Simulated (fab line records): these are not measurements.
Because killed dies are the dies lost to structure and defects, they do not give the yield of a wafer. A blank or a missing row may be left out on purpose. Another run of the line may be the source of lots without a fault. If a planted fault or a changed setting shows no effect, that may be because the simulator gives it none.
fab line records	flow berkeleyCmos170
[record] lots = 7	wafers = 21	lastDay = 11
route steps=331 shown PWELL@34
lots that met no fault: taken from a fault-free run of the same line
startH: the number of hours between the record's first day and the start of the first shown wafer of the lot	waitH: time in hours since the lot's previous step	" unchanged from the row above	L1.1+2: a single row standing in for several wafers	- no value, or no start was given	* or withheld: withheld	< > ~ a bound
route shown NAME@n: NAME is a module with steps in the file, n the number in the route of the first one	usual: mean/standard deviation taken from wafers without a fault	same: alike in all rows	chamber/n: place in a boat	sites: per-site readings	_std_site: how widely they spread, as a standard deviation	_edge_site: the outer-site mean with the inner-site mean subtracted	radiusMm: how far each site lies from the wafer's centre	mask NAME#n: copy n	behind: the tool/chamber that last shaped the wafer	hold: cause of the lot's hold/its duration in hours/its outcome	device: whichever transistor did not switch (one of n, p or np)	end of line: tests run on the same wafers once the route is complete	step lacking rows: just its recipe	killed: dies lost to structure and defects at the first sort, not the wafer's yield	map: dies across one wafer; x = killed, . = not, _ = none there
set.NAME: the run value of the setting; set.NAME@STEP: its run value at that earlier step	model.NAME: the simulator's own value behind a step, which no gauge read
a table for each step, a row for each wafer; lots at some steps of the route
services: when a tool's chamber went out of use (startH, in hours from the record's first day, below 0 if earlier), for how many hours, and the reason
[[steps]]
[step UCB170_PWELL_CLEAN_00]
[recipe] chemistry = SPM	tempC = 120	timeS = 600
[step UCB170_PWELL_CLEAN_01]
[recipe] chemistry = dHF	dilution = 25:1	timeS = 60
[step UCB170_PWELL_OXIDATION_02]
[recipe] tempC = 1000	ambient = O2	targetThkA = 264	oxTimeS = 1260
[step UCB170_PWELL_THK_MEAS_03]
[recipe] reads = SiO2_of_PWELL_OXIDATION_02
[usual] PWELL_OXIDE_THK = 26.7/0.73
lot.wafer	tool	chamber	startH	waitH	PWELL_OXIDE_THK[nm]
L384.2	filmMetro-01	-	64.56	0.0	25.5
L384.5	"	-	"	"	25.3
L384.6	"	-	"	"	25.5
L387.1	filmMetro-04	-	91.31	0.0	27.0
L387.3	"	-	"	"	27.0
L387.5	"	-	"	"	27.0
L389.1	filmMetro-01	-	97.83	0.0	26.2
L389.4	"	-	"	"	26.5
L389.5	"	-	"	"	26.0
L390.1	filmMetro-04	-	110.74	0.0	27.1
L390.2	"	-	"	"	26.7
L390.3	"	-	"	"	27.5
L393.1	filmMetro-03	-	110.74	0.0	27.1
L393.3	"	-	"	"	26.9
L393.4	"	-	"	"	27.3
L392.3	filmMetro-01	-	110.76	0.0	26.3
L392.4	"	-	"	"	26.8
L392.5	"	-	"	"	26.8
L397.1	filmMetro-04	-	134.76	0.0	27.6
L397.4	"	-	"	"	27.7
L397.6	"	-	"	"	28.0
[step UCB170_PWELL_ANNEAL_04]
[recipe] tempC = 1000	timeS = 900	ambient = N2
[step UCB170_PWELL_CVD_05]
[recipe] material = Si3N4	targetThkNm = 220	tempC = 800	precursor = SiH2Cl2/NH3	timeS = 3300	pressureMtorr = 200	sih2cl2FlowSccm = 25	nh3FlowSccm = 75
[step UCB170_PWELL_THK_MEAS_06]
[recipe] reads = Si3N4_of_PWELL_CVD_05
[usual] PWELL_NITRIDE_THK = 220.8/1.9
lot.wafer	tool	chamber	startH	waitH	PWELL_NITRIDE_THK[nm]
L384.2	filmMetro-04	-	74.36	0.0	216.7
L384.5	"	-	"	"	217.7
L384.6	"	-	"	"	218.6
L387.1	filmMetro-01	-	104.29	0.0	220.1
L387.3	"	-	"	"	220.1
L387.5	"	-	"	"	223.2
L389.1	filmMetro-04	-	104.29	0.0	225.2
L389.4	"	-	"	"	222.9
L389.5	"	-	"	"	224.6
L393.1	filmMetro-01	-	116.92	0.0	222.7
L393.3	"	-	"	"	220.5
L393.4	"	-	"	"	218.3
L392.3	filmMetro-03	-	116.94	0.0	220.5
L392.4	"	-	"	"	220.6
L392.5	"	-	"	"	221.5
L390.1	filmMetro-03	-	116.98	0.1	221.3
L390.2	"	-	"	"	221.2
L390.3	"	-	"	"	222.3
L397.1	filmMetro-03	-	140.82	0.0	220.1
L397.4	"	-	"	"	219.8
L397.6	"	-	"	"	219.8
[step UCB170_PWELL_HMDS_07]
[recipe] primeTimeS = 60	primeTempC = 100
[step UCB170_PWELL_COAT_08]
[recipe] resist = KrF	spinRpm = 1500	resistThkNm = 900
[step UCB170_PWELL_SOFTBAKE_09]
[recipe] resist = KrF	tempC = 130	timeS = 60
[step UCB170_PWELL_EXPOSE_10]
[recipe] maskId = PWELL	targetCdNm = 3000	na = 0.5	sigmaOuter = 0.6	sourceShape = conventional	doseMj = 19
[step UCB170_PWELL_PEB_11]
[recipe] pebTempC = 130	pebTimeS = withheld	resist = KrF
[step UCB170_PWELL_DEVELOP_12]
[recipe] developer = TMAH	developTimeS = 45	resist = KrF	devTempC = 21
lot.wafer	tool	chamber	startH	waitH
L384.2+5+6	lithoTrack-03	0	75	-
L387.1+3+5	lithoTrack-03	0	105	-
L389.1+4+5	lithoTrack-03	0	105	-
L392.3+4+5	lithoTrack-01	0	118	-
L393.1+3+4	lithoTrack-02	0	118	-
L390.1+2+3	lithoTrack-03	0	118	-
L397.1+4+6	lithoTrack-02	0	142	-
[step UCB170_PWELL_OVL_MEAS_13]
[usual] PWELL_OVL = -2/5.1
lot.wafer	tool	chamber	startH	waitH	PWELL_OVL[nm]
L384.2	overlay-01	-	75.71	-	-12
L384.5	"	-	"	"	1
L384.6	"	-	"	"	-2
L387.1	overlay-01	-	105.53	-	-4
L387.3	"	-	"	"	-9
L387.5	"	-	"	"	-2
L389.1	overlay-01	-	105.80	-	-6
L389.4	"	-	"	"	-4
L389.5	"	-	"	"	-2
L392.3	overlay-01	-	118.39	-	2
L392.4	"	-	"	"	2
L392.5	"	-	"	"	-2
L393.1	overlay-01	-	118.55	-	-7
L393.3	"	-	"	"	-7
L393.4	"	-	"	"	-9
L390.1	overlay-01	-	119.01	-	-11
L390.2	"	-	"	"	-5
L390.3	"	-	"	"	-4
L397.1	overlay-02	-	142.19	-	3
L397.4	"	-	"	"	-8
L397.6	"	-	"	"	-7
[step UCB170_PWELL_ETCH_14]
[recipe] chemistry = CH3F/Ar/O2	target = Si3N4	stopOn = SiO2	CH3F_flow_sccm = 20	Ar_flow_sccm = 50	O2_flow_sccm = 7	pressureMtorr = 50	rfW = 450	targetDepthA = 2420	overEtchFrac = 0.1	timeS = 151
[usual] drypumpMotorCurrentA = 5.6/0.38	oesProductAu = 0.944/0.014	throttleValvePct = 8.15/0.13
lot.wafer	tool	chamber	startH	waitH	drypumpMotorCurrentA	oesProductAu	rfHoursCounterH	throttleValvePct
L384.2	rieDiel-04	0	75.74	0.0	5.7	0.915	11	8.00
L384.5	"	2	"	"	5.5	0.940	-	8.11
L384.6	"	3	"	"	6.0	0.952	-	8.15
L387.1	rieDiel-01	2	105.56	0.0	5.5	0.926	3	7.99
L387.3	"	1	"	"	5.3	0.951	107	7.96
L387.5	"	1	"	"	5.3	0.954	-	7.97
L389.1	rieDiel-03	2	105.84	0.0	4.9	0.944	85	8.29
L389.4	"	2	"	"	4.8	0.940	-	8.28
L389.5	"	1	"	"	5.7	0.947	-	8.22
L392.3	rieDiel-04	3	118.42	0.0	6.0	0.956	105	8.16
L392.4	"	1	"	"	5.6	0.938	2	7.98
L392.5	"	2	"	"	5.5	0.948	-	8.11
L393.1	rieDiel-03	2	118.59	0.0	4.9	0.943	86	8.29
L393.3	"	3	"	"	6.2	0.945	18	8.26
L393.4	"	1	"	"	5.7	0.932	-	8.21
L390.1	rieDiel-01	3	119.04	0.0	5.5	0.960	85	8.36
L390.2	"	1	"	"	5.3	0.960	108	7.96
L390.3	"	2	"	"	5.5	0.925	4	7.99
L397.1	rieDiel-03	2	142.23	0.0	4.8	0.935	86	8.27
L397.4	"	3	"	"	6.2	0.948	19	8.25
L397.6	"	2	"	"	4.8	0.929	-	8.27
[step UCB170_PWELL_IMPLANT_15]
[recipe] species = B	doseCm2 = 5e+12	energyKev = 60	tiltDeg = 7
[step UCB170_PWELL_STRIP_16]
[recipe] chemistry = O2	powerW = 400	pressureMtorr = 3500	platenTempC = withheld	o2FlowSccm = 400	overashFraction = 0.5
[usual] drypumpMotorCurrentA = 5.6/0.49	o2FlowSccm = 400.1/1.2	oesProductAu = 0.720/0.0046	stripTimeToEndpointS = 18.07/0.084
lot.wafer	tool	chamber	startH	waitH	drypumpMotorCurrentA	o2FlowSccm	oesProductAu	rfHoursCounterH	stripTimeToEndpointS
L384.2	plasmaAsher-03	1	75.99	0.1	5.8	400.3	0.717	34	18.14
L384.5	"	0	"	"	5.7	399.9	0.719	-	18.01
L384.6	"	1	"	"	5.9	399.9	0.717	-	18.11
L387.1	plasmaAsher-02	0	105.81	0.1	6.4	398.0	0.715	38	18.21
L387.3	"	0	"	"	6.4	399.4	0.722	-	18.15
L387.5	"	1	"	"	4.8	398.1	0.725	-	18.17
L389.1	plasmaAsher-02	1	106.09	0.1	4.8	402.0	0.726	38	18.03
L389.4	"	1	"	"	4.8	402.0	0.708	-	18.00
L389.5	"	1	"	"	4.8	402.4	0.720	-	18.11
L392.3	plasmaAsher-03	1	118.70	0.1	5.9	400.3	0.721	-	18.03
L392.4	"	0	"	"	5.6	400.7	0.715	-	17.93
L392.5	"	1	"	"	5.9	399.2	0.725	-	18.00
L393.1	plasmaAsher-03	1	118.84	0.1	5.9	399.1	0.720	39	18.17
L393.3	"	0	"	"	5.7	399.0	0.719	-	18.14
L393.4	"	1	"	"	5.9	396.9	0.711	-	18.18
L390.1	plasmaAsher-03	1	119.29	0.1	5.8	401.2	0.717	39	18.09
L390.2	"	0	"	"	5.7	399.6	0.719	39	18.11
L390.3	"	0	"	"	5.7	400.5	0.718	-	18.07
L397.1	plasmaAsher-04	1	142.48	0.1	5.5	398.3	0.724	36	18.14
L397.4	"	0	"	"	5.5	398.7	0.716	-	18.08
L397.6	"	0	"	"	5.5	401.0	0.723	-	18.12
[step UCB170_PWELL_TW_MEAS_17]
[usual] PWELL_TW = 376.0/1.6
lot.wafer	tool	chamber	startH	waitH	PWELL_TW
L384.2	filmMetro-01	-	76.10	0.1	375.6
L384.5	"	-	"	"	377.3
L384.6	"	-	"	"	374.4
L387.1	filmMetro-03	-	105.91	0.1	49.9
L387.3	"	-	"	"	51.4
L387.5	"	-	"	"	50.1
L389.1	filmMetro-04	-	106.19	0.1	54.0
L389.4	"	-	"	"	54.7
L389.5	"	-	"	"	51.5
L392.3	filmMetro-04	-	118.79	0.1	377.4
L392.4	"	-	"	"	376.6
L392.5	"	-	"	"	377.1
L393.1	filmMetro-01	-	118.94	0.1	374.9
L393.3	"	-	"	"	374.0
L393.4	"	-	"	"	375.0
L390.1	filmMetro-01	-	119.42	0.1	52.3
L390.2	"	-	"	"	51.9
L390.3	"	-	"	"	53.3
L397.1	filmMetro-01	-	142.58	0.1	376.9
L397.4	"	-	"	"	379.1
L397.6	"	-	"	"	375.5
[step UCB170_PWELL_CLEAN_18]
[recipe] chemistry = SPM	tempC = 120	timeS = 600
[[services]]
tool	chamber	startH	hours	kind
rieDiel-03	2	54.82	9.1	repair
rieDiel-03	0	81.97	-	clean
rieDiel-03	0	81.97	37.4	scheduledDown
rieDiel-03	0	81.97	37.4	ventCycle
plasmaAsher-02	-	101.56	2.9	repair
rieDiel-01	0	103.20	4.0	repair
plasmaAsher-02	-	113.67	7.6	repair
rieDiel-04	0	123.50	5.6	repair
rieDiel-03	0	127.58	4.5	repair
plasmaAsher-02	-	131.17	6.4	repair
rieDiel-03	2	134.31	7.5	repair
lithoTrack-01	-	140.67	-	consumableReplace:filter
[[key]]
[firstSign] step = UCB170_PWELL_TW_MEAS_17	reading = PWELL_TW	direction = down	sigmas = 99+	usual = 376.0	struck = 52.1
effect none on later readings
metAt UCB170_PWELL_DEVELOP_12
struckWafers L387.1,L387.3,L387.5,L389.1,L389.4,L389.5,L390.1,L390.2,L390.3
laterRowsLeftOut L387.1,L387.3,L387.5,L389.1,L389.4,L389.5,L390.1,L390.2,L390.3
sortLeftOut L387.1,L387.3,L387.5,L389.1,L389.4,L389.5,L390.1,L390.2,L390.3
testerLeftOut L387,L389,L390
onsetBetween 75 105
[fault] kind = processParameterDrift	tool = lithoTrack-03	chamber = -	onsetH = 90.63	steps = UCB170_PWELL_DEVELOP_12	channel = developTimeS	offset = *	shape = step	endH = 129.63	actsIn = *	stated = *
// testerLeftOut: of these lots the tester's yield and bins aren't shown, on N5 and GAA mostly nor the transistor test; their killed dies are dies lost to structure and defects alone, not to doping, threshold or leakage, so they don't give the yield
// sortLeftOut: the simulated sort isn't trusted on such a fault, so these wafers' sort isn't shown, and their yield isn't known
// laterRowsLeftOut: the simulator's readings of these wafers behind a module that went badly wrong aren't trusted and aren't shown, but for the sort
